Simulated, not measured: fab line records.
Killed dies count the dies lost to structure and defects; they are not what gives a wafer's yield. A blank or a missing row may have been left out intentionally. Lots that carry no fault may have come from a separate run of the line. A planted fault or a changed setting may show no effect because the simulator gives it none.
Chamber matching    flow berkeleyCmos170    UCB170_V2_CMP_02 on cmp-02 has 4 sister chambers
The step polishes SiO2. 4 wafers are shown with their chamber, then 8 later ones without.

## EACH WAFER AND ITS CHAMBER
wafer   chamber  motorCurrentA (A)
L831.3  3        18.1
L831.4  0        17.0
L832.5  1        16.1
L834.3  2        15.3

## WAFERS WITH NO CHAMBER GIVEN
wafer   motorCurrentA (A)
L834.4  17.4
L834.6  18.3
L835.1  15.7
L835.4  16.9
L835.6  17.2
L838.2  15.1
L838.5  18.4
L838.6  15.3

## WHICH CHAMBER EACH ONE RAN IN
wafer    from the rows above       in truth
L834.4   can't be placed: 0 or 3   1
L834.6   3                         3
L835.1   can't be placed: 2 or 1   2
L835.4   0                         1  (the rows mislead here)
L835.6   0                         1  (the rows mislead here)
L838.2   2                         2
L838.5   3                         3
L838.6   2                         2
4 of 8 placed correctly. These rows do not allow placing 2 (true chamber among the candidates in 1). 2 placed wrongly.
How it was worked out, from the rows above alone: a wafer's distance from a chamber is the root of the sum, over the readings, of the square of ((its reading less the chamber's mean) divided by the reading's scatter). If the next closest chamber is less than 2 further off than the closest, the wafer can't be placed; otherwise it belongs to the closest. Each chamber's mean is taken over the wafers shown for it. The scatter: with one shown wafer a chamber, the root of the mean of the squares of how far each hidden wafer lies from its nearest shown one.
